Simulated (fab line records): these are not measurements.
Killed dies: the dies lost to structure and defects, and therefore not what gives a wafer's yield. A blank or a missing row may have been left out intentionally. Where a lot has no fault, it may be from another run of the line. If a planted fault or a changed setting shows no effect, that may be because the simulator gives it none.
fab line records	flow ritCmos
[record] lots = 14	wafers = 42	lastDay = 7
route steps=202 shown PRETRO@74 NSD@141 SILICIDE@167 M1@188
lots that met no fault: taken from a fault-free run of the same line
startH: the number of hours between the record's first day and the start of the first shown wafer of the lot	waitH: time in hours since the lot's previous step	" identical to the entry in the row above	L1.1+2: a row that stands for several wafers	- no value, or no start given	* or withheld: withheld	< > ~ a bound
route shown NAME@n: NAME is a module with steps in the file, n the number in the route of the first one	usual: mean/standard deviation of fault-free wafers	same: alike in all rows	chamber/n: place in a boat	sites: readings site by site	_std_site: how widely they spread, as a standard deviation	_edge_site: mean of outer sites minus mean of inner sites	radiusMm: how far each site lies from the wafer's centre	mask NAME#n: copy n	behind: the last tool/chamber to shape the wafer	hold: cause of the lot's hold/its duration in hours/its outcome	device: the n, p or np transistor that did not switch	end of line: the route-end tests of the same wafers	for a step that has no rows: nothing shown but its recipe	killed: dies that structure and defects cost at the first sort, which is not the same as the wafer's yield	map: a wafer's dies, marking killed ones x, the rest . and places with no die _
set.NAME: the setting as run; set.NAME@STEP: as run at that earlier step	model.NAME: the simulator's own value behind a step, which no gauge read
one table for each step of the route and one row for each wafer, over a sample of lots
services: from which hour (startH, from the record's first day; less than 0 if before it) a tool's chamber was out of use, for how many hours, and why
[[steps]]
[step RIT_PRETRO_TW_MEAS_10]
[usual] PRETRO_TW = 478.0/2.6
lot.wafer	tool	chamber	startH	waitH	PRETRO_TW
L874.2	filmMetro-01	-	31.56	0.1	476.5
L874.5	"	-	"	"	477.3
L874.6	"	-	"	"	477.8
L875.2	filmMetro-04	-	37.62	0.1	480.7
L875.3	"	-	"	"	482.9
L875.5	"	-	"	"	483.0
L877.2	filmMetro-04	-	49.05	0.1	480.4
L877.4	"	-	"	"	480.2
L877.5	"	-	"	"	480.9
L878.1	filmMetro-01	-	55.45	0.1	474.4
L878.3	"	-	"	"	472.6
L878.6	"	-	"	"	473.4
L879.2	filmMetro-01	-	59.21	0.1	474.5
L879.5	"	-	"	"	475.4
L879.6	"	-	"	"	474.9
L880.1	filmMetro-01	-	62.36	0.1	476.2
L880.3	"	-	"	"	475.2
L880.5	"	-	"	"	475.0
L882.3	filmMetro-01	-	72.11	0.1	479.4
L882.5	"	-	"	"	478.9
L882.6	"	-	"	"	479.3
L883.4	filmMetro-02	-	77.09	0.1	478.0
L883.5	"	-	"	"	474.8
L883.6	"	-	"	"	477.6
L885.1	filmMetro-02	-	87.76	0.1	475.9
L885.2	"	-	"	"	478.2
L885.5	"	-	"	"	475.2
L887.3	filmMetro-04	-	96.46	0.1	475.3
L887.4	"	-	"	"	477.2
L887.5	"	-	"	"	478.4
L891.1	filmMetro-01	-	116.17	0.1	480.5
L891.2	"	-	"	"	479.1
L891.6	"	-	"	"	478.9
L894.3	filmMetro-01	-	131.51	0.1	477.1
L894.5	"	-	"	"	475.7
L894.6	"	-	"	"	476.8
L895.3	filmMetro-02	-	136.83	0.1	476.2
L895.5	"	-	"	"	477.2
L895.6	"	-	"	"	475.4
L897.3	filmMetro-01	-	148.73	0.1	479.9
L897.4	"	-	"	"	478.2
L897.6	"	-	"	"	475.2
[step RIT_NSD_TW_MEAS_10]
[usual] NSD_TW = 3135/16
lot.wafer	tool	chamber	startH	waitH	NSD_TW
L874.2	filmMetro-02	-	51.59	0.1	3121
L874.5	"	-	"	"	3123
L874.6	"	-	"	"	3142
L875.2	filmMetro-01	-	57.58	0.1	3124
L875.3	"	-	"	"	3129
L875.5	"	-	"	"	3122
L877.2	filmMetro-02	-	67.17	0.1	3131
L877.4	"	-	"	"	3139
L877.5	"	-	"	"	3130
L878.1	filmMetro-02	-	71.19	0.1	3151
L878.3	"	-	"	"	3118
L878.6	"	-	"	"	3124
L879.2	filmMetro-02	-	74.70	0.1	3147
L879.5	"	-	"	"	3150
L879.6	"	-	"	"	3137
L880.1	filmMetro-01	-	78.02	0.1	3156
L880.3	"	-	"	"	3158
L880.5	"	-	"	"	3174
L882.3	filmMetro-02	-	88.46	0.1	3133
L882.5	"	-	"	"	3143
L882.6	"	-	"	"	3138
L883.4	filmMetro-01	-	95.05	0.1	3152
L883.5	"	-	"	"	3148
L883.6	"	-	"	"	3135
L885.1	filmMetro-01	-	103.85	0.1	3151
L885.2	"	-	"	"	3158
L885.5	"	-	"	"	3152
L887.3	filmMetro-03	-	113.06	0.1	3124
L887.4	"	-	"	"	3116
L887.5	"	-	"	"	3126
L891.1	filmMetro-03	-	132.52	0.1	3113
L891.2	"	-	"	"	3089
L891.6	"	-	"	"	3097
L894.3	filmMetro-01	-	147.63	0.1	3157
L894.5	"	-	"	"	3141
L894.6	"	-	"	"	3155
L895.3	filmMetro-02	-	154.64	0.1	3131
L895.5	"	-	"	"	3123
L895.6	"	-	"	"	3127
L897.3	filmMetro-02	-	167.60	0.1	3122
L897.4	"	-	"	"	3125
L897.6	"	-	"	"	3106
[step RIT_SILICIDE_RTA_06]
[recipe] tempC = 750	timeS = 10	idleTempC = 25	rampUpS = 5	rampDownS = 10	coolToC = 25	ambient = N2
[usual] wafer_temp_C_max = 753.2/1.5
lot.wafer	tool	chamber	startH	waitH	wafer_temp_C_max
L874.2	rtpAnneal-02	0	54.59	0.0	752.8
L874.5	"	0	"	"	753.1
L874.6	"	0	"	"	752.3
L875.2	rtpAnneal-02	0	60.42	0.0	752.6
L875.3	"	0	"	"	752.1
L875.5	"	0	"	"	752.5
L877.2	rtpAnneal-02	0	70.05	0.0	752.2
L877.4	"	0	"	"	752.5
L877.5	"	0	"	"	752.5
L878.1	rtpAnneal-02	0	74.03	0.0	752.4
L878.3	"	0	"	"	751.9
L878.6	"	0	"	"	753.2
L879.2	rtpAnneal-02	0	77.68	0.0	752.7
L879.5	"	0	"	"	751.9
L879.6	"	0	"	"	752.3
L880.1	rtpAnneal-02	0	80.85	0.0	752.3
L880.3	"	0	"	"	752.0
L880.5	"	0	"	"	752.3
L882.3	rtpAnneal-02	0	91.33	0.0	751.4
L882.5	"	0	"	"	751.1
L882.6	"	0	"	"	751.8
L883.4	rtpAnneal-01	0	97.92	0.0	757.3
L883.5	"	0	"	"	754.5
L883.6	"	0	"	"	756.3
L885.1	rtpAnneal-01	0	106.81	0.0	757.0
L885.2	"	0	"	"	754.1
L885.5	"	0	"	"	754.5
L887.3	rtpAnneal-01	0	116.05	0.0	755.1
L887.4	"	0	"	"	755.2
L887.5	"	0	"	"	754.7
L891.1	rtpAnneal-01	0	135.38	0.0	755.0
L891.2	"	0	"	"	754.2
L891.6	"	0	"	"	755.7
L894.3	rtpAnneal-02	0	150.56	0.0	750.9
L894.5	"	0	"	"	751.6
L894.6	"	0	"	"	752.1
L895.3	rtpAnneal-01	0	157.65	0.0	753.3
L895.5	"	0	"	"	755.0
L895.6	"	0	"	"	756.5
L897.3	rtpAnneal-01	0	170.58	0.0	754.5
L897.4	"	0	"	"	754.8
L897.6	"	0	"	"	755.5
[step RIT_M1_COAT_04]
[recipe] resist = NOVOLAK	spinRpm = 2000	resistThkNm = 1300
[usual] resistLineTempC = 22.98/0.11	spinSpeedRpm = 1999.9/1.4
lot.wafer	tool	chamber	startH	waitH	resistLineTempC	spinSpeedRpm
L874.2	lithoTrack-01	0	57.64	0.1	22.85	2001.1
L874.5	"	0	"	"	22.95	2002.2
L874.6	"	0	"	"	22.79	2000.5
L875.2	lithoTrack-04	0	63.38	0.1	22.96	2000.7
L875.3	"	0	"	"	22.95	2000.6
L875.5	"	0	"	"	22.94	1998.4
L877.2	lithoTrack-02	0	73.01	0.1	22.87	1998.1
L877.4	"	0	"	"	23.13	2000.9
L877.5	"	0	"	"	23.05	2000.0
L878.1	lithoTrack-04	0	77.09	0.1	22.88	2000.8
L878.3	"	0	"	"	22.85	2000.7
L878.6	"	0	"	"	22.90	1999.4
L879.2	lithoTrack-04	0	80.83	0.1	22.94	2000.5
L879.5	"	0	"	"	22.90	1998.0
L879.6	"	0	"	"	23.21	1997.3
L880.1	lithoTrack-04	0	83.95	0.1	23.09	1997.3
L880.3	"	0	"	"	23.04	2001.0
L880.5	"	0	"	"	23.05	1998.8
L882.3	lithoTrack-02	0	94.31	0.1	22.89	2001.5
L882.5	"	0	"	"	22.85	2002.1
L882.6	"	0	"	"	22.91	2000.4
L883.4	lithoTrack-01	0	100.88	0.1	22.97	2000.3
L883.5	"	0	"	"	22.93	1999.8
L883.6	"	0	"	"	23.04	1999.5
L885.1	lithoTrack-01	0	109.90	0.1	22.93	1999.2
L885.2	"	0	"	"	22.82	2000.6
L885.5	"	0	"	"	23.03	2000.2
L887.3	lithoTrack-02	0	119.15	0.1	22.84	1998.5
L887.4	"	0	"	"	22.99	1999.9
L887.5	"	0	"	"	22.85	2000.3
L891.1	lithoTrack-01	0	138.32	0.1	22.99	2000.3
L891.2	"	0	"	"	23.05	2001.1
L891.6	"	0	"	"	23.03	2002.1
L894.3	lithoTrack-01	0	153.64	0.1	23.20	1612.7
L894.5	"	0	"	"	23.10	1615.3
L894.6	"	0	"	"	22.99	1614.5
L895.3	lithoTrack-01	0	160.72	0.1	22.94	1615.6
L895.5	"	0	"	"	22.76	1614.3
L895.6	"	0	"	"	22.93	1616.2
L897.3	lithoTrack-04	0	173.64	0.1	23.07	1999.2
L897.4	"	0	"	"	23.20	2000.6
L897.6	"	0	"	"	22.99	2001.1
[step RIT_M1_CD_MEAS_09]
[recipe] targetCdNm = 2600
[usual] cdNm = 2599.6/1.7
lot.wafer	tool	chamber	startH	waitH	cdNm
L874.2	cdSem-02	-	58.49	-	2598.5
L874.5	"	-	"	"	2595.6
L874.6	"	-	"	"	2596.8
L875.2	cdSem-01	-	64.33	-	2600.5
L875.3	"	-	"	"	2601.3
L875.5	"	-	"	"	2598.7
L877.2	cdSem-02	-	73.86	-	2598.5
L877.4	"	-	"	"	2598.4
L877.5	"	-	"	"	2599.3
L878.1	cdSem-01	-	77.94	-	2600.6
L878.3	"	-	"	"	2601.0
L878.6	"	-	"	"	2599.9
L879.2	cdSem-02	-	81.68	-	2595.8
L879.5	"	-	"	"	2598.6
L879.6	"	-	"	"	2596.4
L880.1	cdSem-02	-	84.68	-	2603.7
L880.3	"	-	"	"	2603.1
L880.5	"	-	"	"	2603.5
L882.3	cdSem-01	-	95.15	-	2600.3
L882.5	"	-	"	"	2600.0
L882.6	"	-	"	"	2599.9
L883.4	cdSem-02	-	101.59	-	2599.5
L883.5	"	-	"	"	2600.2
L883.6	"	-	"	"	2599.0
L885.1	cdSem-02	-	110.63	-	2598.9
L885.2	"	-	"	"	2597.5
L885.5	"	-	"	"	2597.6
L887.3	cdSem-02	-	119.87	-	2600.1
L887.4	"	-	"	"	2600.1
L887.5	"	-	"	"	2598.2
L891.1	cdSem-02	-	139.13	-	2601.1
L891.2	"	-	"	"	2600.3
L891.6	"	-	"	"	2598.5
L894.3	cdSem-02	-	154.36	-	2613.3
L894.5	"	-	"	"	2611.7
L894.6	"	-	"	"	2612.8
L895.3	cdSem-02	-	161.56	-	2611.4
L895.5	"	-	"	"	2613.4
L895.6	"	-	"	"	2613.4
L897.3	cdSem-01	-	174.36	-	2600.2
L897.4	"	-	"	"	2601.9
L897.6	"	-	"	"	2601.4
[step RIT_M1_PROBE_99]
[usual] defectLimitedYield = 97.4/1.1	killedAtContacts = 0.1/0.32	killedAtFrontEnd = 6.7/2.9	killedDies = 6.8/2.9	killedOpen = 3.3/1.7	killedShort = 3.4/2.1	sort_bin_3_pad_short = 0.1/0.2	sort_bin_5_function = 1.5/0.76	sort_bin_6_memory = 1.0/0.65	sortNPass = 257.2/2.9	sortYieldPct = 97.4/1.1
[same] grossDies = 264	killed_at_M0_to_M3 = 0	killed_at_M4_up = 0	killedAtBackSide = 0	killedAtOther = 0
lot.wafer	tool	chamber	startH	waitH	defectLimitedYield[%]	killedAtContacts	killedAtFrontEnd	killedDies	killedOpen	killedShort	sort_bin_3_pad_short[%]	sort_bin_5_function[%]	sort_bin_6_memory[%]	sortNPass	sortYieldPct[%]
L874.2	prober-02	-	61.22	0.1	99.6	0	1	1	0	1	0	0.4	0	263.0	99.6
L874.5	prober-02	-	61.37	0.2	98.5	0	4	4	2	2	0	1.1	0.4	260.0	98.5
L874.6	prober-02	-	61.42	0.2	97.7	0	6	6	3	3	0	1.5	0.8	258.0	97.7
L875.2	prober-01	-	68.72	0.1	98.1	0	5	5	3	2	0	1.9	0	259.0	98.1
L875.3	prober-01	-	68.77	0.2	96.2	0	10	10	6	4	0.4	0.8	2.7	254.0	96.2
L875.5	prober-01	-	68.87	0.2	97.3	0	7	7	1	6	0	1.5	1.1	257.0	97.3
L877.2	prober-01	-	76.54	0.1	95.8	0	11	11	4	7	0	2.7	1.5	253.0	95.8
L877.4	prober-01	-	76.64	0.2	97.0	0	8	8	4	4	0.4	1.5	1.1	256.0	97.0
L877.5	prober-01	-	76.69	0.2	98.1	0	5	5	2	3	0	1.1	0.8	259.0	98.1
L878.1	prober-02	-	81.03	0.1	97.3	0	7	7	3	4	0.4	2.3	0	257.0	97.3
L878.3	prober-02	-	81.13	0.2	97.3	0	7	7	4	3	0	1.5	1.1	257.0	97.3
L878.6	prober-02	-	81.28	0.2	97.7	0	6	6	4	2	0	1.5	0.8	258.0	97.7
L879.2	prober-01	-	84.63	0.1	97.0	0	8	8	4	4	0	2.3	0.8	256.0	97.0
L879.5	prober-01	-	84.78	0.2	97.0	0	8	8	5	3	0	1.9	1.1	256.0	97.0
L879.6	prober-01	-	84.83	0.2	95.8	0	11	11	6	5	0	3.0	1.1	253.0	95.8
L880.1	prober-02	-	87.53	0.1	98.5	1	3	4	3	1	0	0	1.5	260.0	98.5
L880.3	prober-02	-	87.63	0.2	96.2	0	10	10	7	3	0	1.9	1.9	254.0	96.2
L880.5	prober-02	-	87.73	0.2	98.5	0	4	4	2	2	0.4	0.8	0.4	260.0	98.5
L882.3	prober-02	-	98.53	0.2	97.7	0	6	6	4	2	0	1.5	0.8	258.0	97.7
L882.5	prober-02	-	98.63	0.2	96.2	0	10	10	4	6	0	1.5	2.3	254.0	96.2
L882.6	prober-02	-	98.68	0.2	95.5	2	10	12	2	10	0.8	1.5	2.3	252.0	95.5
L883.4	prober-01	-	104.34	0.2	97.3	0	7	7	1	6	0	1.5	1.1	257.0	97.3
L883.5	prober-01	-	104.39	0.2	97.0	0	8	8	5	3	0.4	1.5	1.1	256.0	97.0
L883.6	prober-01	-	104.44	0.2	97.3	0	7	7	5	2	0	1.9	0.8	257.0	97.3
L885.1	prober-01	-	113.67	0.1	98.9	0	3	3	2	1	0	0.4	0.8	261.0	98.9
L885.2	prober-01	-	113.72	0.1	95.8	0	11	11	3	6	0	2.7	1.5	253.0	95.8
L885.5	prober-01	-	113.87	0.2	97.3	0	7	7	4	3	0	0.8	1.9	257.0	97.3
L887.3	prober-01	-	122.94	0.2	97.7	0	6	6	2	4	0	1.5	0.8	258.0	97.7
L887.4	prober-01	-	122.99	0.2	98.5	0	4	4	0	4	0	0.8	0.8	260.0	98.5
L887.5	prober-01	-	123.04	0.2	97.0	0	8	8	3	5	0.4	1.5	1.1	256.0	97.0
L891.1	prober-01	-	143.88	0.1	97.7	0	6	6	3	3	0	1.1	1.1	258.0	97.7
L891.2	prober-01	-	143.93	0.1	95.1	0	13	13	5	8	0	3.4	1.5	251.0	95.1
L891.6	prober-01	-	144.13	0.2	95.8	0	11	11	3	8	0	3.0	1.1	253.0	95.8
L894.3	prober-02	-	157.08	0.2	97.7	0	6	6	2	4	0	1.5	0.8	258.0	97.7
L894.5	prober-02	-	157.18	0.2	95.8	1	10	11	3	8	0.4	2.7	1.1	253.0	95.8
L894.6	prober-02	-	157.23	0.2	97.3	0	7	7	4	3	0	1.9	0.8	257.0	97.3
L895.3	prober-01	-	165.17	0.2	97.0	1	7	8	2	6	0	0.8	2.3	256.0	97.0
L895.5	prober-01	-	165.27	0.2	97.3	0	7	7	2	5	0.4	1.5	0.8	257.0	97.3
L895.6	prober-01	-	165.32	0.2	98.5	0	4	4	2	2	0	1.1	0.4	260.0	98.5
L897.3	prober-01	-	177.24	0.2	97.7	0	6	6	4	2	0	1.5	0.8	258.0	97.7
L897.4	prober-01	-	177.29	0.2	98.9	0	3	3	2	1	0	0.8	0.4	261.0	98.9
L897.6	prober-01	-	177.39	0.2	97.3	0	7	7	2	5	0	1.1	1.5	257.0	97.3
// killed by level:class
L874.2 GATE:geometricParticle:short=1
L874.5 FOX2:geometricParticle:short=2 FOX2:geometricParticle:open=1 SPACER:geometricParticle:open=1
L874.6 GATE:geometricParticle:open=2 GATE:geometricParticle:short=2 FOX2:geometricParticle:short=1 REOX:geometricParticle:open=1
L875.2 SPACER:geometricParticle:open=2 GATE:geometricParticle:open=1 GATE:geometricParticle:short=1 SPACER:geometricParticle:short=1
L875.3 SPACER:geometricParticle:open=3 ACTIVE:geometricParticle:open=1 FOX1:geometricParticle:short=1 FOX1:geometricParticle:open=1 GATE:geometricParticle:open=1 GATE:geometricParticle:short=1 REOX:geometricParticle:short=1 SILICIDE:geometricParticle:short=1
L875.5 GATE:geometricParticle:short=3 FOX1:geometricParticle:short=2 SPACER:geometricParticle:open=1 SILICIDE:geometricParticle:short=1
L877.2 GATE:geometricParticle:short=5 GATE:geometricParticle:open=4 FOX1:geometricParticle:short=1 SPACER:geometricParticle:short=1
L877.4 GATE:geometricParticle:open=3 GATE:geometricParticle:short=2 SPACER:geometricParticle:short=2 SILICIDE:geometricParticle:open=1
L877.5 GATE:geometricParticle:open=2 GATE:geometricParticle:short=2 REOX:geometricParticle:short=1
L878.1 FOX1:geometricParticle:short=2 FOX2:geometricParticle:short=1 FOX1:geometricParticle:open=1 FOX2:geometricParticle:open=1 SPACER:geometricParticle:open=1 SILICIDE:geometricParticle:short=1
L878.3 REOX:geometricParticle:open=2 FOX1:geometricParticle:short=1 FOX1:geometricParticle:open=1 GATE:geometricParticle:open=1 GATE:geometricParticle:short=1 REOX:geometricParticle:short=1
L878.6 SILICIDE:geometricParticle:short=2 SILICIDE:geometricParticle:open=2 FOX1:geometricParticle:open=1 REOX:geometricParticle:open=1
L879.2 FOX1:geometricParticle:open=2 FOX1:geometricParticle:short=2 GATE:geometricParticle:short=2 SILICIDE:geometricParticle:open=2
L879.5 GATE:geometricParticle:open=3 FOX1:geometricParticle:short=1 FOX1:geometricParticle:open=1 SILICIDE:geometricParticle:open=1 GATE:geometricParticle:short=1 REOX:geometricParticle:short=1
L879.6 GATE:geometricParticle:open=5 GATE:geometricParticle:short=2 SILICIDE:geometricParticle:short=2 FOX1:geometricParticle:open=1 REOX:geometricParticle:short=1
L880.1 GATE:geometricParticle:short=1 GATE:geometricParticle:open=1 SILICIDE:geometricParticle:open=1 CONTACT:geometricParticle:open=1
L880.3 GATE:geometricParticle:open=5 GATE:geometricParticle:short=2 REOX:geometricParticle:open=1 REOX:geometricParticle:short=1 SPACER:geometricParticle:open=1
L880.5 GATE:geometricParticle:short=2 FOX1:geometricParticle:open=1 SPACER:geometricParticle:open=1
L882.3 FOX2:geometricParticle:open=1 GATE:geometricParticle:short=1 REOX:geometricParticle:open=1 SPACER:geometricParticle:short=1 SPACER:geometricParticle:open=1 SILICIDE:geometricParticle:open=1
L882.5 SPACER:geometricParticle:short=4 GATE:geometricParticle:short=2 SPACER:geometricParticle:open=2 REOX:geometricParticle:open=1 SILICIDE:geometricParticle:open=1
L882.6 REOX:geometricParticle:short=3 SPACER:geometricParticle:short=3 FOX1:geometricParticle:short=1 GATE:geometricParticle:short=1 REOX:geometricParticle:open=1 SILICIDE:geometricParticle:short=1 CONTACT:geometricParticle:open=1 CONTACT:geometricParticle:short=1
L883.4 FOX2:geometricParticle:short=2 FOX1:geometricParticle:short=1 GATE:geometricParticle:short=1 GATE:geometricParticle:open=1 SPACER:geometricParticle:short=1 SILICIDE:geometricParticle:short=1
L883.5 FOX1:geometricParticle:open=1 FOX1:geometricParticle:short=1 FOX2:geometricParticle:short=1 FOX2:geometricParticle:open=1 GATE:geometricParticle:open=1 REOX:geometricParticle:open=1 REOX:geometricParticle:short=1 SILICIDE:geometricParticle:open=1
L883.6 GATE:geometricParticle:open=3 FOX1:geometricParticle:open=1 REOX:geometricParticle:short=1 SPACER:geometricParticle:open=1 SILICIDE:geometricParticle:short=1
L885.1 REOX:geometricParticle:open=2 FOX1:geometricParticle:short=1
L885.2 GATE:geometricParticle:short=2 REOX:geometricParticle:short=2 NRETRO:coatMicrobubblePrinted=2 FOX1:geometricParticle:short=1 FOX2:geometricParticle:open=1 GATE:geometricParticle:open=1 REOX:geometricParticle:open=1 SPACER:geometricParticle:short=1
L885.5 FOX1:geometricParticle:open=2 FOX1:geometricParticle:short=1 GATE:geometricParticle:short=1 REOX:geometricParticle:short=1 REOX:geometricParticle:open=1 SILICIDE:geometricParticle:open=1
L887.3 GATE:geometricParticle:short=2 REOX:geometricParticle:short=2 FOX2:geometricParticle:open=1 SILICIDE:geometricParticle:open=1
L887.4 FOX1:geometricParticle:short=2 GATE:geometricParticle:short=1 SPACER:geometricParticle:short=1
L887.5 GATE:geometricParticle:short=2 FOX1:geometricParticle:short=1 FOX1:geometricParticle:open=1 FOX2:geometricParticle:short=1 FOX2:geometricParticle:open=1 GATE:geometricParticle:open=1 SPACER:geometricParticle:short=1
L891.1 SPACER:geometricParticle:open=2 FOX2:geometricParticle:short=1 GATE:geometricParticle:short=1 REOX:geometricParticle:open=1 SILICIDE:geometricParticle:short=1
L891.2 FOX1:geometricParticle:short=3 SILICIDE:geometricParticle:open=2 FOX2:geometricParticle:open=2 GATE:geometricParticle:short=2 SPACER:geometricParticle:short=2 SPACER:geometricParticle:open=1 SILICIDE:geometricParticle:short=1
L891.6 FOX2:geometricParticle:short=2 FOX2:geometricParticle:open=2 SPACER:geometricParticle:short=2 SILICIDE:geometricParticle:short=2 FOX1:geometricParticle:short=1 GATE:geometricParticle:short=1 GATE:geometricParticle:open=1
L894.3 REOX:geometricParticle:short=2 FOX2:geometricParticle:short=1 GATE:geometricParticle:open=1 GATE:geometricParticle:short=1 SPACER:geometricParticle:open=1
L894.5 GATE:geometricParticle:short=4 SPACER:geometricParticle:open=2 FOX1:geometricParticle:short=1 SPACER:geometricParticle:short=1 SILICIDE:geometricParticle:short=1 SILICIDE:geometricParticle:open=1 CONTACT:geometricParticle:short=1
L894.6 GATE:geometricParticle:open=2 FOX1:geometricParticle:open=1 FOX1:geometricParticle:short=1 REOX:geometricParticle:short=1 SILICIDE:geometricParticle:open=1 SILICIDE:geometricParticle:short=1
L895.3 GATE:geometricParticle:short=3 FOX1:geometricParticle:short=2 GATE:geometricParticle:open=1 REOX:geometricParticle:open=1 CONTACT:geometricParticle:short=1
L895.5 GATE:geometricParticle:short=2 REOX:geometricParticle:short=2 FOX2:geometricParticle:short=1 GATE:geometricParticle:open=1 SPACER:geometricParticle:open=1
L895.6 GATE:geometricParticle:short=2 FOX2:geometricParticle:open=1 GATE:geometricParticle:open=1
L897.3 SPACER:geometricParticle:open=2 FOX2:geometricParticle:open=1 GATE:geometricParticle:short=1 REOX:geometricParticle:open=1 SPACER:geometricParticle:short=1
L897.4 FOX2:geometricParticle:open=1 REOX:geometricParticle:short=1 SPACER:geometricParticle:open=1
L897.6 FOX1:geometricParticle:short=3 FOX2:geometricParticle:open=1 GATE:geometricParticle:short=1 SPACER:geometricParticle:open=1 SILICIDE:geometricParticle:short=1
[[services]]
tool	chamber	startH	hours	kind
rtpAnneal-01	-	37.93	58.4	pm
[[key]]
[firstSign] step = RIT_M1_COAT_04	reading = spinSpeedRpm	direction = down	sigmas = 99+	usual = 1999.9	struck = 1614.8
[effect] step = RIT_M1_CD_MEAS_09	reading = cdNm	direction = up	sigmas = 7.5	usual = 2599.6	struck = 2612.7
metAt RIT_M1_COAT_04
struckLots L894,L895
notActingAt RIT_PRETRO_TW_MEAS_10,RIT_NSD_TW_MEAS_10,RIT_SILICIDE_RTA_06
onsetBetween 138.32 153.64
[fault] kind = processParameterDrift	tool = lithoTrack-01	chamber = -	onsetH = 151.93	steps = RIT_M1_COAT_04	channel = spinRpm	offset = -384.88	shape = step	endH = 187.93	actsIn = theseRecipesOnly	stated = 2000
